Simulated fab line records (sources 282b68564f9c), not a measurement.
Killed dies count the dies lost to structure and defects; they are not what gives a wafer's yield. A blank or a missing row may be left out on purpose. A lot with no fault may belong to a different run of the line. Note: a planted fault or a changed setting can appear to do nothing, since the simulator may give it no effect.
fab line records	flow ritCmos
record: lots: 7	wafers: 21	lastDay: 8
route steps=202 shown ACTIVE@1 FOX1@20 FOX2@23 M1@202
lots that met no fault: from a run of the same line without faults
startH: hours from the record's opening day to when the first of the lot's shown wafers began	waitH: hours since the lot's step before	" same as the row above	L1.1+2: a row that stands for several wafers	- no value present, or no start provided	* or withheld: withheld	< > ~ a bound
route shown NAME@n: names a module that has steps shown in the file, with the first one's number in the route	usual: mean/standard deviation of fault-free wafers	same: alike in all rows	chamber/n: place in a boat	sites: the reading at each site	_std_site: standard deviation across them	_edge_site: mean of outer sites minus mean of inner sites	radiusMm: how far each site lies from the wafer's centre	mask NAME#n: copy n	behind: tool/chamber where the wafer was last shaped	hold: reason for holding the lot/hours on hold/outcome of the hold	device: names the non-switching transistor (n, p or np)	end of line: tests run on the same wafers once the route is complete	a step with no rows: only its recipe	killed: dies lost to structure and defects at the first sort, not the wafer's yield	map: shows each die of a wafer: x if killed, . if not, _ if none is there
set.NAME: the setting the step ran with; set.NAME@STEP: the setting that earlier step ran with	model.NAME: the simulator's own value behind a step, which no gauge read
lots at some steps of the route; a table a step, a row a wafer
services: a tool's chamber out of use, with start hour (startH, from the record's first day; less than 0 if before it), hours out, and reason
== steps ==
step: RIT_ACTIVE_BOW_MEAS_00
recipe: mode: bow
usual: INCOMING_BOW: 0/6.7
lot.wafer	tool	chamber	startH	waitH	INCOMING_BOW[um]
L610.2	filmMetro-02	-	30.02	-	-11
L610.3	"	-	"	"	6
L610.5	"	-	"	"	1
L614.3	filmMetro-02	-	50.04	-	-10
L614.5	"	-	"	"	5
L614.6	"	-	"	"	6
L622.1	filmMetro-02	-	90.00	-	6
L622.2	"	-	"	"	-2
L622.6	"	-	"	"	4
L623.1	filmMetro-03	-	95.00	-	1
L623.3	"	-	"	"	-15
L623.5	"	-	"	"	-2
L624.1	filmMetro-02	-	100.17	-	-1
L624.2	"	-	"	"	7
L624.4	"	-	"	"	4
L627.1	filmMetro-03	-	115.00	-	-9
L627.3	"	-	"	"	2
L627.5	"	-	"	"	4
L629.1	filmMetro-02	-	125.00	-	4
L629.2	"	-	"	"	-6
L629.5	"	-	"	"	2
step: RIT_ACTIVE_OXIDATION_01
recipe: tempC: 1000	ambient: O2	targetThkA: 468	oxTimeS: 3513
usual: spikeTcCentreC: 1002.1/1.5	spikeTcLoadC: 1025.2/1.4	spikeTcSourceC: 1026.4/1.3	tubeCenterTempC: 1000/0.09	tube_center_temp_C_max: 1002.6/0.41	zonePowerSourcePct: 30.8/0.46
lot.wafer	tool	chamber	startH	waitH	spikeTcCentreC	spikeTcLoadC	spikeTcSourceC	tubeCenterTempC	tube_center_temp_C_max	zonePowerSourcePct	model.SiO2_of_ACTIVE_OXIDATION_01.thkNm
L610.2	furnace-02	0	30.12	0.1	1001.6	1025.1	1025.4	999.87	1001.9	30.2	47.33
L610.3	"	0	"	"	1002.4	1024.0	1025.4	999.99	1003.1	30.3	48.27
L610.5	"	0	"	"	1001.8	1024.8	1026.2	999.9	1002.2	30.6	47.8
L614.3	furnace-04	0	51.26	1.2	1005.8	1022.8	1028.1	1000.1	1002.0	30.3	48.56
L614.5	"	0	"	"	1004.4	1024.8	1026.9	999.78	1002.9	30.3	48.13
L614.6	"	0	"	"	1004.2	1023.3	1027.1	999.92	1002.4	30.7	48.39
L622.1	furnace-02	0	90.12	0.1	976.7	999.9	1001.2	975.11	977.6	28.5	38.49
L622.2	"	0	"	"	975.4	999.4	998.6	974.9	977.1	28.9	37.75
L622.6	"	0	"	"	975.9	1000.2	1000.2	974.91	977.1	28.5	37.47
L623.1	furnace-02	0	95.12	0.1	977.0	999.7	999.9	975.08	977.8	28.5	38.46
L623.3	"	0	"	"	976.8	1000.7	999.9	974.96	977.3	29.0	38.95
L623.5	"	0	"	"	976.6	999.7	1001.4	974.94	977.2	29.3	38.98
L624.1	furnace-02	0	100.29	0.1	975.7	998.7	1000.2	975.05	978.1	29.3	39.54
L624.2	"	0	"	"	976.4	998.7	1000.5	975.04	977.5	28.8	40.02
L624.4	"	0	"	"	976.5	999.2	1001.0	975.03	978.1	28.3	39.46
L627.1	furnace-01	0	115.12	0.1	1000.9	1027.8	1024.6	999.97	1002.3	31.7	46.49
L627.3	"	0	"	"	1001.5	1026.7	1027.8	999.98	1003.4	31.2	46.96
L627.5	"	0	"	"	1000.1	1027.6	1027.4	1000.1	1002.7	31.3	46.94
L629.1	furnace-04	0	125.12	0.1	1003.2	1024.9	1025.4	1000.1	1002.2	30.7	46.53
L629.2	"	0	"	"	1003.5	1025.4	1026.2	999.91	1002.1	31.1	46.23
L629.5	"	0	"	"	1002.3	1025.5	1027.4	1000.1	1002.9	30.6	46.64
step: RIT_ACTIVE_THK_MEAS_02
recipe: reads: SiO2_of_ACTIVE_OXIDATION_01
usual: ACTIVE_OXIDE_THK: 48.1/0.9
lot.wafer	tool	chamber	startH	waitH	ACTIVE_OXIDE_THK[nm]
L610.2	filmMetro-01	-	32.06	0.0	47.3
L610.3	"	-	"	"	48.3
L610.5	"	-	"	"	47.8
L614.3	filmMetro-03	-	53.22	0.0	48.5
L614.5	"	-	"	"	48.1
L614.6	"	-	"	"	48.4
L622.1	filmMetro-01	-	92.05	0.0	38.4
L622.2	"	-	"	"	37.7
L622.6	"	-	"	"	37.5
L623.1	filmMetro-02	-	97.05	0.0	38.5
L623.3	"	-	"	"	38.9
L623.5	"	-	"	"	39.0
L624.1	filmMetro-03	-	102.23	0.0	39.5
L624.2	"	-	"	"	40.0
L624.4	"	-	"	"	39.4
L627.1	filmMetro-01	-	117.05	0.0	46.6
L627.3	"	-	"	"	47.0
L627.5	"	-	"	"	46.9
L629.1	filmMetro-02	-	127.05	0.0	46.5
L629.2	"	-	"	"	46.2
L629.5	"	-	"	"	46.7
step: RIT_ACTIVE_CVD_03
recipe: material: Si3N4	targetThkNm: 150	tempC: 810	precursor: SiH2Cl2/NH3	timeS: 1500	pressureMtorr: 300	sih2cl2FlowSccm: 60	nh3FlowSccm: 150
step: RIT_ACTIVE_THK_MEAS_04
recipe: reads: Si3N4_of_ACTIVE_CVD_03
usual: ACTIVE_NITRIDE_THK: 150.1/1.3
lot.wafer	tool	chamber	startH	waitH	ACTIVE_NITRIDE_THK[nm]
L610.2	filmMetro-02	-	33.54	0.0	149.9
L610.3	"	-	"	"	149.7
L610.5	"	-	"	"	149.6
L614.3	filmMetro-03	-	54.69	0.0	151.5
L614.5	"	-	"	"	152.2
L614.6	"	-	"	"	152.1
L622.1	filmMetro-03	-	94.10	0.0	148.2
L622.2	"	-	"	"	148.2
L622.6	"	-	"	"	150.1
L623.1	filmMetro-02	-	99.05	0.0	152.7
L623.3	"	-	"	"	151.4
L623.5	"	-	"	"	151.6
L624.1	filmMetro-02	-	104.00	0.0	149.5
L624.2	"	-	"	"	148.9
L624.4	"	-	"	"	148.4
L627.1	filmMetro-03	-	119.93	0.0	150.6
L627.3	"	-	"	"	150.1
L627.5	"	-	"	"	150.2
L629.1	filmMetro-03	-	132.31	0.0	150.6
L629.2	"	-	"	"	150.1
L629.5	"	-	"	"	149.7
step: RIT_ACTIVE_HMDS_05
recipe: primeTimeS: 60	primeTempC: 140
step: RIT_ACTIVE_COAT_06
recipe: resist: NOVOLAK	spinRpm: 3250	resistThkNm: 1020
step: RIT_ACTIVE_SOFTBAKE_07
recipe: resist: NOVOLAK	tempC: 90	timeS: 60
step: RIT_ACTIVE_EXPOSE_08
recipe: maskId: M1	na: 0.6	sourceShape: conventional	sigmaOuter: 0.6	targetCdNm: 1400	doseMj: 225
step: RIT_ACTIVE_PEB_09
recipe: resist: NOVOLAK	tempC: withheld	timeS: withheld
step: RIT_ACTIVE_DEVELOP_10
recipe: resist: NOVOLAK	developTimeS: 50	devTempC: 23
step: RIT_ACTIVE_CD_MEAS_11
recipe: targetCdNm: 1400
usual: cdNm: 1400.2/2.4
lot.wafer	tool	chamber	startH	waitH	cdNm
L610.2	cdSem-01	-	34.57	-	1400.3
L610.3	"	-	"	"	1402.2
L610.5	"	-	"	"	1400.7
L614.3	cdSem-02	-	55.62	-	1401.7
L614.5	"	-	"	"	1402.4
L614.6	"	-	"	"	1400.4
L622.1	cdSem-02	-	95.13	-	1399.6
L622.2	"	-	"	"	1400.5
L622.6	"	-	"	"	1399.7
L623.1	cdSem-01	-	99.96	-	1403.2
L623.3	"	-	"	"	1403.0
L623.5	"	-	"	"	1400.7
L624.1	cdSem-01	-	105.03	-	1403.7
L624.2	"	-	"	"	1403.5
L624.4	"	-	"	"	1404.4
L627.1	cdSem-02	-	120.84	-	1402.3
L627.3	"	-	"	"	1402.0
L627.5	"	-	"	"	1401.7
L629.1	cdSem-01	-	133.34	-	1399.4
L629.2	"	-	"	"	1401.4
L629.5	"	-	"	"	1399.9
step: RIT_ACTIVE_HARDBAKE_12
recipe: resist: NOVOLAK	tempC: 140	timeS: 60
step: RIT_ACTIVE_ETCH_13
recipe: stopOn: SiO2	chemistry: SF6	target: Si3N4	timeS: 210	overEtchFrac: 0.4	SF6_flow_sccm: 200	pressureMtorr: 260	rfW: 125	targetDepthA: 2100
usual: drypumpMotorCurrentA: 5.7/0.51	oesProductAu: 0.824/0.015	throttleValvePct: 7.50/0.066
same: overEtchFrac: 0.4
lot.wafer	tool	chamber	startH	waitH	drypumpMotorCurrentA	oesProductAu	rfHoursCounterH	throttleValvePct
L610.2	rieDiel-04	1	34.82	0.1	5.5	0.803	117	7.49
L610.3	"	2	"	"	6.6	0.823	102	7.52
L610.5	"	0	"	"	6.1	0.823	-	7.52
L614.3	rieDiel-01	2	55.85	0.1	5.9	0.827	29	7.51
L614.5	"	0	"	"	5.8	0.801	-	7.28
L614.6	"	1	"	"	6.0	0.838	-	7.50
L622.1	rieDiel-01	3	95.40	0.1	4.9	0.827	107	7.54
L622.2	"	2	"	"	5.8	0.818	29	7.51
L622.6	"	2	"	"	5.8	0.829	-	7.53
L623.1	rieDiel-04	2	100.23	0.1	6.6	0.826	103	7.51
L623.3	"	1	"	"	5.5	0.797	119	7.49
L623.5	"	0	"	"	6.1	0.828	-	7.52
L624.1	rieDiel-02	2	105.30	0.1	6.1	0.838	60	7.54
L624.2	"	3	"	"	5.2	0.851	67	7.57
L624.4	"	1	"	"	5.3	0.827	152	7.59
L627.1	rieDiel-01	3	121.11	0.1	4.9	0.838	108	7.53
L627.3	"	2	"	"	5.8	0.825	30	7.50
L627.5	"	1	"	"	5.9	0.834	-	7.49
L629.1	rieDiel-04	1	133.61	0.1	5.5	0.801	119	7.49
L629.2	"	2	"	"	6.6	0.821	104	7.53
L629.5	"	3	"	"	5.4	0.799	-	7.45
step: RIT_ACTIVE_STRIP_14
recipe: chemistry: O2	timeS: 180	resist: NOVOLAK	platenTempC: withheld	powerW: 500	pressureMtorr: 4000	o2FlowSccm: 4000
usual: drypumpMotorCurrentA: 5.5/0.4	o2FlowSccm: 3999/12
lot.wafer	tool	chamber	startH	waitH	drypumpMotorCurrentA	o2FlowSccm	rfHoursCounterH
L610.2	plasmaAsher-01	0	34.96	0.1	5.3	3985	34
L610.3	"	0	"	"	5.3	4002	-
L610.5	"	0	"	"	5.3	3995	-
L614.3	plasmaAsher-04	0	56.05	0.1	5.6	4011	-
L614.5	"	1	"	"	6.3	3987	-
L614.6	"	0	"	"	5.6	4012	-
L622.1	plasmaAsher-02	0	95.54	0.1	5.2	3993	47
L622.2	"	1	"	"	5.2	4001	47
L622.6	"	0	"	"	5.2	3992	-
L623.1	plasmaAsher-04	1	100.36	0.1	6.3	3990	47
L623.3	"	1	"	"	6.3	3979	-
L623.5	"	0	"	"	5.6	3998	-
L624.1	plasmaAsher-04	1	105.44	0.1	6.3	4003	48
L624.2	"	0	"	"	5.5	3998	48
L624.4	"	0	"	"	5.5	4021	-
L627.1	plasmaAsher-01	1	121.24	0.1	5.2	3999	0
L627.3	"	1	"	"	5.2	4014	-
L627.5	"	1	"	"	5.2	4005	-
L629.1	plasmaAsher-04	1	133.74	0.1	6.3	4008	50
L629.2	"	0	"	"	5.6	4001	50
L629.5	"	0	"	"	5.6	3992	-
step: RIT_ACTIVE_CD_MEAS_90
recipe: targetCdNm: 1400
usual: cdNm: 1400.2/2.4
lot.wafer	tool	chamber	startH	waitH	cdNm
L610.2	cdSem-02	-	35.15	0.1	1400.4
L610.3	"	-	"	"	1402.4
L610.5	"	-	"	"	1400.8
L614.3	cdSem-01	-	56.20	0.1	1402.2
L614.5	"	-	"	"	1402.6
L614.6	"	-	"	"	1399.9
L622.1	cdSem-01	-	95.71	0.1	1399.7
L622.2	"	-	"	"	1400.7
L622.6	"	-	"	"	1399.7
L623.1	cdSem-02	-	100.54	0.1	1403.5
L623.3	"	-	"	"	1403.4
L623.5	"	-	"	"	1400.7
L624.1	cdSem-01	-	105.61	0.1	1403.0
L624.2	"	-	"	"	1403.8
L624.4	"	-	"	"	1404.4
L627.1	cdSem-01	-	121.42	0.1	1401.9
L627.3	"	-	"	"	1402.1
L627.5	"	-	"	"	1401.5
L629.1	cdSem-01	-	133.92	0.1	1399.8
L629.2	"	-	"	"	1401.1
L629.5	"	-	"	"	1399.6
step: RIT_ACTIVE_CLEAN_15
recipe: chemistry: SC1	mix: 3:3:50	timeS: 600	tempC: 75
step: RIT_ACTIVE_CLEAN_16
recipe: chemistry: dHF	dilution: 50:1	timeS: 30
step: RIT_ACTIVE_CLEAN_17
recipe: chemistry: SC2	mix: 3:3:50	timeS: 600	tempC: 75	dry: n2Spin
step: RIT_FOX1_OXIDATION_00
recipe: tempC: 1100	ambient: H2O	targetThkA: 3507	pH2oTorr: 720	oxTimeS: 1130
step: RIT_FOX1_THK_MEAS_01
recipe: reads: SiO2_of_FOX1_OXIDATION_00
usual: FOX1_OXIDE_THK: 348/6.3
lot.wafer	tool	chamber	startH	waitH	FOX1_OXIDE_THK[nm]
L610.2	filmMetro-04	-	37.49	0.0	345
L610.3	"	-	"	"	347
L610.5	"	-	"	"	347
L614.3	filmMetro-02	-	58.02	0.0	353
L614.5	"	-	"	"	353
L614.6	"	-	"	"	354
L622.1	filmMetro-04	-	97.53	0.0	353
L622.2	"	-	"	"	354
L622.6	"	-	"	"	354
L623.1	filmMetro-02	-	102.36	0.0	340
L623.3	"	-	"	"	343
L623.5	"	-	"	"	346
L624.1	filmMetro-04	-	107.57	0.0	355
L624.2	"	-	"	"	351
L624.4	"	-	"	"	352
L627.1	filmMetro-03	-	123.37	0.0	345
L627.3	"	-	"	"	349
L627.5	"	-	"	"	347
L629.1	filmMetro-03	-	135.72	0.0	347
L629.2	"	-	"	"	354
L629.5	"	-	"	"	355
step: RIT_FOX1_WET_ETCH_02
recipe: chemistry: BOE	targetDepthNm: 350	timeS: 390	tempC: 21.5	dry: n2Spin	dilution: 10:1	target: SiO2
step: RIT_FOX2_OXIDATION_00
recipe: tempC: 1100	ambient: H2O	targetThkA: 3507	pH2oTorr: 720	oxTimeS: 1130
step: RIT_FOX2_THK_MEAS_01
recipe: reads: SiO2_of_FOX2_OXIDATION_00
usual: FOX2_OXIDE_THK: 351/7.2
lot.wafer	tool	chamber	startH	waitH	FOX2_OXIDE_THK[nm]
L610.2	filmMetro-04	-	38.98	0.0	360
L610.3	"	-	"	"	358
L610.5	"	-	"	"	357
L614.3	filmMetro-03	-	59.51	0.0	346
L614.5	"	-	"	"	347
L614.6	"	-	"	"	348
L622.1	filmMetro-04	-	99.85	0.0	360
L622.2	"	-	"	"	363
L622.6	"	-	"	"	357
L623.1	filmMetro-04	-	103.87	0.0	357
L623.3	"	-	"	"	346
L623.5	"	-	"	"	356
L624.1	filmMetro-03	-	109.44	0.0	351
L624.2	"	-	"	"	356
L624.4	"	-	"	"	347
L627.1	filmMetro-04	-	124.87	0.0	333
L627.3	"	-	"	"	341
L627.5	"	-	"	"	340
L629.1	filmMetro-04	-	137.21	0.0	360
L629.2	"	-	"	"	358
L629.5	"	-	"	"	359
step: RIT_FOX2_CLEAN_02
recipe: chemistry: dHF	dilution: 50:1	timeS: 180
step: RIT_FOX2_WET_ETCH_03
recipe: chemistry: H3PO4	target: Si3N4	targetDepthNm: 195	tempC: 165	timeS: 2700
usual: bathGuardTempC: 165.0/0.6
lot.wafer	tool	chamber	startH	waitH	bathGuardTempC	model.SiO2_of_ACTIVE_OXIDATION_01.thkNm
L610.2	wetBench-01	3	39.09	0.0	163.8	42.18
L610.3	"	3	"	"	163.8	43
L610.5	"	3	"	"	163.8	42.58
L614.3	wetBench-04	0	59.61	0.0	165.8	43.19
L614.5	"	0	"	"	165.6	41.36
L614.6	"	0	"	"	165.6	42.51
L622.1	wetBench-03	3	99.96	0.0	165.7	32.74
L622.2	"	3	"	"	165.4	33.4
L622.6	"	3	"	"	165.3	33.19
L623.1	wetBench-04	3	103.99	0.0	165.4	34.04
L623.3	"	3	"	"	165.1	34.51
L623.5	"	3	"	"	165.0	34.52
L624.1	wetBench-04	3	109.57	0.0	165.1	32.72
L624.2	"	3	"	"	165.2	35.55
L624.4	"	3	"	"	165.0	34.18
L627.1	wetBench-01	2	124.99	0.0	165.5	40
L627.3	"	2	"	"	165.2	41.76
L627.5	"	2	"	"	165.0	41.24
L629.1	wetBench-04	2	137.33	0.0	164.6	41.29
L629.2	"	2	"	"	164.6	40.99
L629.5	"	2	"	"	165.0	40.95
step: RIT_FOX2_THK_MEAS_90
recipe: reads: SiO2_of_FOX2_OXIDATION_00
usual: FIELD_OXIDE_LEFT_1_THK: 323/7.2
lot.wafer	tool	chamber	startH	waitH	FIELD_OXIDE_LEFT_1_THK[nm]
L610.2	filmMetro-03	-	39.85	0.0	333
L610.3	"	-	"	"	330
L610.5	"	-	"	"	330
L614.3	filmMetro-04	-	60.38	0.0	319
L614.5	"	-	"	"	320
L614.6	"	-	"	"	321
L622.1	filmMetro-01	-	100.72	0.0	332
L622.2	"	-	"	"	335
L622.6	"	-	"	"	329
L623.1	filmMetro-04	-	104.75	0.0	329
L623.3	"	-	"	"	319
L623.5	"	-	"	"	328
L624.1	filmMetro-03	-	110.32	0.0	323
L624.2	"	-	"	"	329
L624.4	"	-	"	"	319
L627.1	filmMetro-01	-	125.81	0.0	305
L627.3	"	-	"	"	313
L627.5	"	-	"	"	312
L629.1	filmMetro-04	-	138.09	0.0	333
L629.2	"	-	"	"	330
L629.5	"	-	"	"	332
step: RIT_M1_PROBE_99
usual: killedAtContacts: 0.1/0.31	killedAtFrontEnd: 6.3/3	killedDies: 6.4/3	killedOpen: 3/1.9	killedShort: 3.4/1.9
same: grossDies: 264	killed_at_M0_to_M3: 0	killed_at_M4_up: 0	killedAtBackSide: 0	killedAtOther: 0
lot.wafer	tool	chamber	startH	waitH	killedAtContacts	killedAtFrontEnd	killedDies	killedOpen	killedShort	model.etest.pldd.widthNm	model.etest.nldd.widthNm	model.etest.pplusSal.widthNm	model.etest.nplusSal.widthNm	model.etest.nmosNarrow.driveUaUm	model.etest.pmosNarrow.driveUaUm	model.etest.nmos_0p3.driveUaUm	model.etest.isoNwellNwell.bvV
L610.2	prober-01	-	80.69	0.1	0	6	6	2	4	3162	3151	3441	3440	222.6	101.2	224.8	22.12
L610.3	prober-01	-	80.74	0.2	0	5	5	2	2	3165	3157	3431	3418	219.1	97.88	221.5	21.89
L610.5	prober-01	-	80.84	0.2	1	8	9	4	3	3155	3166	3463	3438	218.6	98.27	220.9	22.33
L614.3	prober-01	-	97.69	0.2	0	6	6	1	5	3157	3172	3448	3424	223.9	101.2	225.7	22.46
L614.5	prober-01	-	97.79	0.2	0	14	14	6	6	3161	3182	3410	3422	221	102.2	224.5	21.99
L614.6	prober-01	-	97.84	0.2	0	6	6	4	2	3165	3174	3412	3436	218.4	100.9	223.4	22.31
L622.1	prober-01	-	142.29	0.1	0	7	7	2	5	3244	3239	3466	3466	253.1	107.7	241.7	21.28
L622.2	prober-01	-	142.34	0.1	0	6	6	4	2	3244	3240	3485	3479	254.6	108.7	240.1	21.06
L622.6	prober-01	-	142.54	0.2	0	8	8	6	2	3264	3260	3474	3498	252.1	108.4	236.9	21.53
L623.1	prober-02	-	147.01	0.1	0	7	7	3	4	3284	3257	3510	3523	259.1	115.9	240.8	21.77
L623.3	prober-02	-	147.11	0.2	1	5	6	1	5	3260	3259	3541	3499	259.8	115.7	241.9	21.73
L623.5	prober-02	-	147.21	0.2	0	7	7	2	5	3253	3264	3514	3519	259.1	116.7	241.2	22.05
L624.1	prober-01	-	152.63	0.1	1	4	5	3	2	3229	3230	3496	3479	246.4	106.2	232.2	21.93
L624.2	prober-01	-	152.68	0.1	0	6	6	3	3	3242	3236	3505	3489	243	108.1	231.4	21.9
L624.4	prober-01	-	152.78	0.2	1	8	9	6	3	3261	3262	3500	3503	246.1	108.9	234.6	21.73
L627.1	prober-02	-	170.99	0.1	0	11	11	6	5	3196	3189	3472	3487	233.2	103.7	230.6	20.96
L627.3	prober-02	-	171.09	0.2	0	9	9	6	3	3174	3172	3465	3462	236.6	105.5	233.4	22
L627.5	prober-02	-	171.19	0.2	0	5	5	1	4	3178	3157	3481	3480	232.4	105.6	231.7	22.2
L629.1	prober-02	-	186.43	0.1	0	8	8	2	6	3174	3173	3431	3438	229.2	100.1	226.5	22.32
L629.2	prober-02	-	186.48	0.1	0	5	5	1	4	3179	3189	3457	3456	230.4	102.8	231.5	22.36
L629.5	prober-02	-	186.63	0.2	0	6	6	1	5	3177	3176	3443	3422	229.1	99.88	229.7	22.06
killed by level:class
L610.2 GATE:geometricParticle:short=2 GATE:geometricParticle:open=2 SPACER:geometricParticle:short=2
L610.3 FOX2:geometricParticle:open=1 REOX:geometricParticle:short=1 SPACER:geometricParticle:open=1 SPACER:geometricParticle:short=1 PRETRO:coatMicrobubblePrinted=1
L610.5 GATE:geometricParticle:open=3 PRETRO:coatMicrobubblePrinted=2 FOX2:geometricParticle:short=1 REOX:geometricParticle:open=1 REOX:geometricParticle:short=1 CONTACT:geometricParticle:short=1
L614.3 FOX1:geometricParticle:short=2 REOX:geometricParticle:short=2 FOX2:geometricParticle:open=1 SPACER:geometricParticle:short=1
L614.5 GATE:geometricParticle:open=3 GATE:geometricParticle:short=2 REOX:geometricParticle:open=2 SPACER:geometricParticle:short=2 NLDD:coatMicrobubblePrinted=2 FOX2:geometricParticle:open=1 SILICIDE:geometricParticle:short=1 REOX:geometricParticle:short=1
L614.6 SPACER:geometricParticle:open=4 FOX2:geometricParticle:short=1 REOX:geometricParticle:short=1
L622.1 REOX:geometricParticle:short=2 REOX:geometricParticle:open=2 FOX1:geometricParticle:short=1 GATE:geometricParticle:short=1 SILICIDE:geometricParticle:short=1
L622.2 GATE:geometricParticle:open=3 REOX:geometricParticle:short=2 REOX:geometricParticle:open=1
L622.6 FOX1:geometricParticle:open=2 FOX2:geometricParticle:open=2 FOX2:geometricParticle:short=1 GATE:geometricParticle:short=1 GATE:geometricParticle:open=1 SPACER:geometricParticle:open=1
L623.1 FOX1:geometricParticle:short=2 GATE:geometricParticle:open=2 FOX1:geometricParticle:open=1 FOX2:geometricParticle:short=1 REOX:geometricParticle:short=1
L623.3 FOX1:geometricParticle:short=2 GATE:geometricParticle:short=2 ACTIVE:geometricParticle:open=1 CONTACT:geometricParticle:short=1
L623.5 FOX2:geometricParticle:short=1 GATE:geometricParticle:open=1 GATE:geometricParticle:short=1 REOX:geometricParticle:open=1 REOX:geometricParticle:short=1 SPACER:geometricParticle:short=1 SILICIDE:geometricParticle:short=1
L624.1 GATE:geometricParticle:short=2 GATE:geometricParticle:open=1 SILICIDE:geometricParticle:open=1 CONTACT:geometricParticle:open=1
L624.2 GATE:geometricParticle:short=3 GATE:geometricParticle:open=3
L624.4 GATE:geometricParticle:open=3 FOX1:geometricParticle:open=1 FOX2:geometricParticle:short=1 REOX:geometricParticle:open=1 REOX:geometricParticle:short=1 SPACER:geometricParticle:open=1 CONTACT:geometricParticle:short=1
L627.1 SPACER:geometricParticle:open=3 FOX2:geometricParticle:short=2 REOX:geometricParticle:open=2 SPACER:geometricParticle:short=2 GATE:geometricParticle:short=1 SILICIDE:geometricParticle:open=1
L627.3 SPACER:geometricParticle:open=3 GATE:geometricParticle:short=1 GATE:geometricParticle:open=1 REOX:geometricParticle:short=1 REOX:geometricParticle:open=1 SPACER:geometricParticle:short=1 SILICIDE:geometricParticle:open=1
L627.5 GATE:geometricParticle:short=3 GATE:geometricParticle:open=1 REOX:geometricParticle:short=1
L629.1 REOX:geometricParticle:short=4 REOX:geometricParticle:open=2 GATE:geometricParticle:short=1 SILICIDE:geometricParticle:short=1
L629.2 SPACER:geometricParticle:short=2 ACTIVE:geometricParticle:short=1 REOX:geometricParticle:open=1 SILICIDE:geometricParticle:short=1
L629.5 REOX:geometricParticle:short=2 SILICIDE:geometricParticle:short=2 GATE:geometricParticle:short=1 REOX:geometricParticle:open=1
== services ==
tool	chamber	startH	hours	kind
plasmaAsher-02	-	23.58	2.8	pm
rieDiel-02	-	41.06	2.5	repair
rieDiel-04	0	48.14	1.9	repair
furnace-01	-	54.76	3.2	pm
plasmaAsher-04	-	57.82	14.6	pm
plasmaAsher-04	-	74.78	2.2	repair
plasmaAsher-02	-	77.73	3.1	repair
rieDiel-01	2	82.59	5.1	repair
rieDiel-04	0	85.20	5.6	repair
furnace-02	-	97.05	3.2	pm
plasmaAsher-01	-	98.54	2.8	pm
rieDiel-04	0	104.63	-	clean
rieDiel-04	0	104.63	23.6	scheduledDown
rieDiel-04	0	104.63	23.6	ventCycle
plasmaAsher-01	-	108.75	9.0	pm
plasmaAsher-01	0	108.75	9.5	ventCycle
plasmaAsher-01	1	108.75	9.5	ventCycle
plasmaAsher-01	-	109.09	9.1	repair
plasmaAsher-04	-	114.19	2.8	repair
rieDiel-04	1	115.23	7.2	repair
plasmaAsher-01	0	117.75	-	clean
plasmaAsher-04	-	129.31	4.3	pm
furnace-02	-	132.05	2.5	pm
furnace-04	-	135.60	2.5	pm
== key ==
firstSign: step: RIT_ACTIVE_OXIDATION_01	reading: tubeCenterTempC	direction: down	sigmas: 99+	usual: *	struck: *
effect: step: RIT_ACTIVE_OXIDATION_01	reading: tube_center_temp_C_max	direction: down	sigmas: 61	usual: *	struck: *
effect: step: RIT_ACTIVE_THK_MEAS_02	reading: ACTIVE_OXIDE_THK	direction: down	sigmas: 10	usual: 48.1	struck: 38.8
modelEffect: step: RIT_ACTIVE_OXIDATION_01	value: SiO2_of_ACTIVE_OXIDATION_01.thkNm	without: 48.74	struck: 38.79
modelEffect: step: RIT_FOX2_WET_ETCH_03	value: SiO2_of_ACTIVE_OXIDATION_01.thkNm	without: 42.69	struck: 33.87
modelEffect: step: RIT_M1_PROBE_99	value: etest.pldd.widthNm	without: 3159	struck: 3254
metAt RIT_ACTIVE_OXIDATION_01
struckWafers L622.1,L622.2,L622.6,L623.1,L623.3,L623.5,L624.1,L624.2,L624.4
testerLeftOut L622,L623,L624
onsetBetween 30.12 90.12
fault: kind: processParameterDrift	tool: furnace-02	chamber: -	onsetH: 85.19	steps: RIT_ACTIVE_OXIDATION_01	channel: tempC	offset: *	shape: step	endH: 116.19	actsIn: *	stated: *
testerLeftOut: of these lots the tester's yield and bins aren't shown, on N5 and GAA mostly nor the transistor test; their killed dies are dies lost to structure and defects alone, not to doping, threshold or leakage, so they don't give the yield
